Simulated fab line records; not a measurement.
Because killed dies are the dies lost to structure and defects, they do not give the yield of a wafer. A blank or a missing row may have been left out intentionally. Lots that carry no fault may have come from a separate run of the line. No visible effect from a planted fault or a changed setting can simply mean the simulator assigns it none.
Which of the tools did it? :: flow berkeley-cmos170 :: Sampling: 14 lots, 42 wafers, 5 of 331 route steps

WHAT EACH GAUGE READ, for each wafer
UCB170_PLDD_TW_MEAS_11. Usual: PLDD_TW 1015, standard deviation 5.9.
lot: L209
measured: day 5 23:35
on: film-metro-01
PLDD_TW: 1024 1025 1032
flag: 

lot: L210
measured: day 6 00:17
on: film-metro-01
PLDD_TW: 1011 1009 1010
flag: 

lot: L213
measured: day 6 19:16
on: film-metro-01
PLDD_TW: 1012 1012 1014
flag: 

lot: L212
measured: day 6 23:05
on: film-metro-02
PLDD_TW: 1011 1010 1016
flag: 

lot: L215
measured: day 6 22:25
on: film-metro-02
PLDD_TW: 1010 1005 1008
flag: 

lot: L214
measured: day 6 22:37
on: film-metro-02
PLDD_TW: 1010 1008 1015
flag: 

lot: L220
measured: day 8 03:03
on: film-metro-01
PLDD_TW: 1021 1019 1023
flag: 

lot: L224
measured: day 9 01:36
on: film-metro-03
PLDD_TW: 1018 1017 1020
flag: 

lot: L226
measured: day 9 04:47
on: film-metro-02
PLDD_TW: 1011 1010 1008
flag: 

lot: L223
measured: day 9 05:13
on: film-metro-01
PLDD_TW: 1023 1020 1029
flag: 

lot: L222
measured: day 9 05:07
on: film-metro-02
PLDD_TW: 1006 1008 1014
flag: 

lot: L228
measured: day 9 18:52
on: film-metro-01
PLDD_TW: 1024 1026 1030
flag: 

lot: L229
measured: day 10 01:06
on: film-metro-03
PLDD_TW: 1011 1017 1011
flag: 

lot: L232
measured: day 10 19:25
on: film-metro-02
PLDD_TW: 1013 1013 1013
flag: 

UCB170_NLDD_CD_MEAS_06: target cd 1200 nm. Usual: 1200.7 nm for cd-nm, sd 1.6.
lot: L209
measured: day 6 01:11
on: cd-sem-02
cd-nm (nm): 1199.9 1201.0 1200.2
flag: 

lot: L210
measured: day 6 01:44
on: cd-sem-01
cd-nm (nm): 1202.2 1203.0 1202.3
flag: 

lot: L213
measured: day 6 20:41
on: cd-sem-02
cd-nm (nm): 1201.0 1201.3 1200.7
flag: 

lot: L212
measured: day 7 03:20
on: cd-sem-02
cd-nm (nm): 1200.5 1200.4 1199.8
flag: 

lot: L215
measured: day 7 03:07
on: cd-sem-02
cd-nm (nm): 1195.8 1196.2 1198.7
flag: 

lot: L214
measured: day 7 03:11
on: cd-sem-02
cd-nm (nm): 1201.2 1201.0 1199.7
flag: 

lot: L220
measured: day 8 04:55
on: cd-sem-02
cd-nm (nm): 1221.6 1219.9 1221.7 1221.6 1220.6 1221.4
flag: OFF

lot: L224
measured: day 9 02:50
on: cd-sem-02
cd-nm (nm): 1201.0 1201.8 1201.7
flag: 

lot: L226
measured: day 9 06:21
on: cd-sem-02
cd-nm (nm): 1200.7 1200.2 1200.6
flag: 

lot: L223
measured: day 9 07:22
on: cd-sem-01
cd-nm (nm): 1200.9 1201.5 1202.1
flag: 

lot: L222
measured: day 9 07:07
on: cd-sem-01
cd-nm (nm): 1214.9 1215.0 1215.8 1215.2 1215.2 1215.6
flag: OFF

lot: L228
measured: day 9 20:19
on: cd-sem-02
cd-nm (nm): 1202.8 1203.2 1203.3
flag: 

lot: L229
measured: day 10 05:33
on: cd-sem-02
cd-nm (nm): 1199.8 1201.3 1203.2
flag: 

lot: L232
measured: day 10 21:11
on: cd-sem-02
cd-nm (nm): 1199.1 1200.2 1199.1
flag: 

UCB170_PSD_CD_MEAS_06: target cd 1200 nm. Usual: 1200.5 nm for cd-nm, sd 1.6.
lot: L209
measured: day 6 08:28
on: cd-sem-01
cd-nm (nm): 1199.5 1198.9 1201.1
flag: 

lot: L210
measured: day 6 07:58
on: cd-sem-01
cd-nm (nm): 1199.7 1200.5 1200.8
flag: 

lot: L213
measured: day 7 02:25
on: cd-sem-02
cd-nm (nm): 1201.0 1201.9 1199.9
flag: 

lot: L212
measured: day 7 08:18
on: cd-sem-02
cd-nm (nm): 1200.5 1199.1 1200.6
flag: 

lot: L215
measured: day 7 08:52
on: cd-sem-02
cd-nm (nm): 1200.3 1201.9 1201.6
flag: 

lot: L214
measured: day 7 08:34
on: cd-sem-01
cd-nm (nm): 1199.5 1198.2 1200.6
flag: 

lot: L220
measured: day 8 20:37
on: cd-sem-02
cd-nm (nm): 1200.0 1200.6 1199.9
flag: 

lot: L224
measured: day 9 08:47
on: cd-sem-01
cd-nm (nm): 1197.3 1199.0 1197.2
flag: 

lot: L226
measured: day 9 13:42
on: cd-sem-01
cd-nm (nm): 1198.6 1198.4 1197.9
flag: 

lot: L223
measured: day 9 14:05
on: cd-sem-01
cd-nm (nm): 1202.6 1202.9 1203.4
flag: 

lot: L222
measured: day 9 13:52
on: cd-sem-01
cd-nm (nm): 1201.2 1200.5 1200.2
flag: 

lot: L228
measured: day 10 03:39
on: cd-sem-01
cd-nm (nm): 1202.8 1200.8 1202.4
flag: 

lot: L229
measured: day 10 12:10
on: cd-sem-01
cd-nm (nm): 1199.7 1199.3 1201.4
flag: 

lot: L232
measured: day 11 04:08
on: cd-sem-01
cd-nm (nm): 1200.3 1200.0 1200.5
flag: 

WHAT TOOL EACH LOT RAN ON (gives the tool, then ch and the chambers of the sampled wafers, and finally the start)
lot: L209
UCB170_PFIELD_STRIP_08: plasma-asher-04 ch 0,1, day 4 08:22
UCB170_NLDD_SOFTBAKE_02: litho-track-02 ch 0, day 6 00:19

lot: L210
UCB170_PFIELD_STRIP_08: plasma-asher-04 ch 0,1, day 4 08:49
UCB170_NLDD_SOFTBAKE_02: litho-track-03 ch 0, day 6 01:08

lot: L213
UCB170_PFIELD_STRIP_08: plasma-asher-04 ch 0,1, day 5 00:21
UCB170_NLDD_SOFTBAKE_02: litho-track-01 ch 0, day 6 20:07

lot: L212
UCB170_PFIELD_STRIP_08: plasma-asher-01 ch 0,1, day 5 07:47
UCB170_NLDD_SOFTBAKE_02: litho-track-02 ch 0, day 7 01:50

lot: L215
UCB170_PFIELD_STRIP_08: plasma-asher-01 ch 0,1, day 5 08:14
UCB170_NLDD_SOFTBAKE_02: litho-track-01 ch 0, day 7 01:42

lot: L214
UCB170_PFIELD_STRIP_08: plasma-asher-04 ch 0,1, day 5 08:29
UCB170_NLDD_SOFTBAKE_02: litho-track-03 ch 0, day 7 01:43

lot: L220
UCB170_PFIELD_STRIP_08: plasma-asher-01 ch 0, day 6 05:57
UCB170_NLDD_SOFTBAKE_02: litho-track-01 ch 0, day 8 03:47

lot: L224
UCB170_PFIELD_STRIP_08: plasma-asher-04 ch 0,1, day 7 02:28
UCB170_NLDD_SOFTBAKE_02: litho-track-02 ch 0, day 9 02:11

lot: L226
UCB170_PFIELD_STRIP_08: plasma-asher-02 ch 0,1, day 7 07:31
UCB170_NLDD_SOFTBAKE_02: litho-track-02 ch 0, day 9 05:29

lot: L223
UCB170_PFIELD_STRIP_08: plasma-asher-04 ch 0,1, day 7 07:47
UCB170_NLDD_SOFTBAKE_02: litho-track-02 ch 0, day 9 05:57

lot: L222
UCB170_PFIELD_STRIP_08: plasma-asher-04 ch 0,1, day 7 08:08
UCB170_NLDD_SOFTBAKE_02: litho-track-01 ch 0, day 9 05:41

lot: L228
UCB170_PFIELD_STRIP_08: plasma-asher-04 ch 0,1, day 7 23:20
UCB170_NLDD_SOFTBAKE_02: litho-track-02 ch 0, day 9 19:40

lot: L229
UCB170_PFIELD_STRIP_08: plasma-asher-01 ch 0,1, day 8 07:05
UCB170_NLDD_SOFTBAKE_02: litho-track-02 ch 0, day 10 04:53

lot: L232
UCB170_PFIELD_STRIP_08: plasma-asher-04 ch 0,1, day 9 03:32
UCB170_NLDD_SOFTBAKE_02: litho-track-03 ch 0, day 10 20:29
- UCB170_PFIELD_STRIP_08: strips in O2.
- UCB170_NLDD_SOFTBAKE_02: time 60 s.

AS READ BY THE TOOLS THEMSELVES (means over the sampled wafers that have a number; for cases with no such wafer, the mark the record gives instead)
UCB170_PFIELD_STRIP_08. Usual: drypump-motor-current-A 5.7 A, standard deviation 0.57; oes-product-au 0.735 a.u., standard deviation 0.0046; strip-time-to-endpoint-s 21.66 s, standard deviation 0.057.
lot: L209
tool: plasma-asher-04
drypump-motor-current-A (A): 5.2
oes-product-au (a.u.): 0.737
strip-time-to-endpoint-s (s): 21.64
flag: 

lot: L210
tool: plasma-asher-04
drypump-motor-current-A (A): 5.3
oes-product-au (a.u.): 0.736
strip-time-to-endpoint-s (s): 21.78
flag: 

lot: L213
tool: plasma-asher-04
drypump-motor-current-A (A): 5.4
oes-product-au (a.u.): 0.728
strip-time-to-endpoint-s (s): 21.64
flag: 

lot: L212
tool: plasma-asher-01
drypump-motor-current-A (A): 5.5
oes-product-au (a.u.): 0.733
strip-time-to-endpoint-s (s): 21.68
flag: 

lot: L215
tool: plasma-asher-01
drypump-motor-current-A (A): 5.5
oes-product-au (a.u.): 0.736
strip-time-to-endpoint-s (s): 21.66
flag: 

lot: L214
tool: plasma-asher-04
drypump-motor-current-A (A): 5.3
oes-product-au (a.u.): 0.735
strip-time-to-endpoint-s (s): 21.66
flag: 

lot: L220
tool: plasma-asher-01
drypump-motor-current-A (A): 5.0
oes-product-au (a.u.): 0.732
strip-time-to-endpoint-s (s): 21.71
flag: 

lot: L224
tool: plasma-asher-04
drypump-motor-current-A (A): 5.4
oes-product-au (a.u.): 0.736
strip-time-to-endpoint-s (s): 21.65
flag: 

lot: L226
tool: plasma-asher-02
drypump-motor-current-A (A): 6.6
oes-product-au (a.u.): 0.734
strip-time-to-endpoint-s (s): 21.70
flag: 

lot: L223
tool: plasma-asher-04
drypump-motor-current-A (A): 5.4
oes-product-au (a.u.): 0.732
strip-time-to-endpoint-s (s): 21.64
flag: 

lot: L222
tool: plasma-asher-04
drypump-motor-current-A (A): 5.4
oes-product-au (a.u.): 0.730
strip-time-to-endpoint-s (s): 21.61
flag: 

lot: L228
tool: plasma-asher-04
drypump-motor-current-A (A): 5.3
oes-product-au (a.u.): 0.730
strip-time-to-endpoint-s (s): 21.72
flag: 

lot: L229
tool: plasma-asher-01
drypump-motor-current-A (A): 5.3
oes-product-au (a.u.): 0.737
strip-time-to-endpoint-s (s): 21.62
flag: 

lot: L232
tool: plasma-asher-04
drypump-motor-current-A (A): 5.4
oes-product-au (a.u.): 0.738
strip-time-to-endpoint-s (s): 21.65
flag: 

UCB170_NLDD_SOFTBAKE_02. Usual: heater-power-total-W 56.80 W, standard deviation 0.044; plate-temp-C 129.96 C, standard deviation 0.14; resist-line-temp-C 22.99 C, standard deviation 0.11.
lot: L209
tool: litho-track-02
heater-power-total-W (W): 56.79
plate-temp-C (C): 129.94
resist-line-temp-C (C): 22.99
flag: 

lot: L210
tool: litho-track-03
heater-power-total-W (W): 56.80
plate-temp-C (C): 130.11
resist-line-temp-C (C): 22.95
flag: 

lot: L213
tool: litho-track-01
heater-power-total-W (W): 56.74
plate-temp-C (C): 129.89
resist-line-temp-C (C): 22.95
flag: 

lot: L212
tool: litho-track-02
heater-power-total-W (W): 56.75
plate-temp-C (C): 129.96
resist-line-temp-C (C): 23.05
flag: 

lot: L215
tool: litho-track-01
heater-power-total-W (W): 56.79
plate-temp-C (C): 130.00
resist-line-temp-C (C): 22.98
flag: 

lot: L214
tool: litho-track-03
heater-power-total-W (W): 56.80
plate-temp-C (C): 130.04
resist-line-temp-C (C): 23.04
flag: 

lot: L220
tool: litho-track-01
heater-power-total-W (W): 60.36
plate-temp-C (C): 136.22
resist-line-temp-C (C): 23.00
flag: OFF

lot: L224
tool: litho-track-02
heater-power-total-W (W): 56.77
plate-temp-C (C): 130.03
resist-line-temp-C (C): 23.01
flag: 

lot: L226
tool: litho-track-02
heater-power-total-W (W): 56.83
plate-temp-C (C): 129.73
resist-line-temp-C (C): 23.07
flag: 

lot: L223
tool: litho-track-02
heater-power-total-W (W): 56.79
plate-temp-C (C): 129.86
resist-line-temp-C (C): 22.99
flag: 

lot: L222
tool: litho-track-01
heater-power-total-W (W): 60.37
plate-temp-C (C): 136.14
resist-line-temp-C (C): 22.93
flag: OFF

lot: L228
tool: litho-track-02
heater-power-total-W (W): 56.81
plate-temp-C (C): 129.90
resist-line-temp-C (C): 22.98
flag: 

lot: L229
tool: litho-track-02
heater-power-total-W (W): 56.81
plate-temp-C (C): 129.96
resist-line-temp-C (C): 23.09
flag: 

lot: L232
tool: litho-track-03
heater-power-total-W (W): 56.81
plate-temp-C (C): 130.11
resist-line-temp-C (C): 22.88
flag: 

THE ANSWER, worked out from the rows above alone
Rule: a lot counts as off when the mean over its wafers that have a number is more than 3 standard deviations away from the usual mean. A lot without any number at a reading at which 4 lots or more have one is off too. Any other lot the step has rows for is counted as sound. First the gauges in route order, then the tools' own readings, where a lot's mean is used as printed above. At the first step where some lot is off, the reading lying furthest off is the one used; lots without a number count as furthest.
Off at UCB170_NLDD_CD_MEAS_06 (cd-nm): L220, L222.
If a tool, at a process step before that reading, ran all the lots that are off and no sound lot after the first of them, it fits. Not tried: the gauges at UCB170_NLDD_CD_MEAS_06; whatever is off there is also off at UCB170_NLDD_SOFTBAKE_02, on other tools, and gauge error can't account for it. One candidate fits, namely litho-track-01 at UCB170_NLDD_SOFTBAKE_02. Its last sound lot is L215 (day 7 01:42), its first lot that is off L220 (day 8 03:47): a fault that began between those two fits.
The tool's own readings at UCB170_NLDD_SOFTBAKE_02 bear it out: on the lots that are off they differ by more than 5 times the standard deviation of the sound lots' means. heater-power-total-W reads 60.36 W there against 56.79 W on the sound lots; plate-temp-C reads 136.18 C there against 129.96 C on the sound lots.

WHAT THE SIMULATOR HAD INSERTED
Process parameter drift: litho-track-01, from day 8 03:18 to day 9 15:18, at UCB170_NLDD_SOFTBAKE_02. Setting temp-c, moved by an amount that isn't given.
Struck lots among those shown: L220, L222. The rule given above showed the same thing.
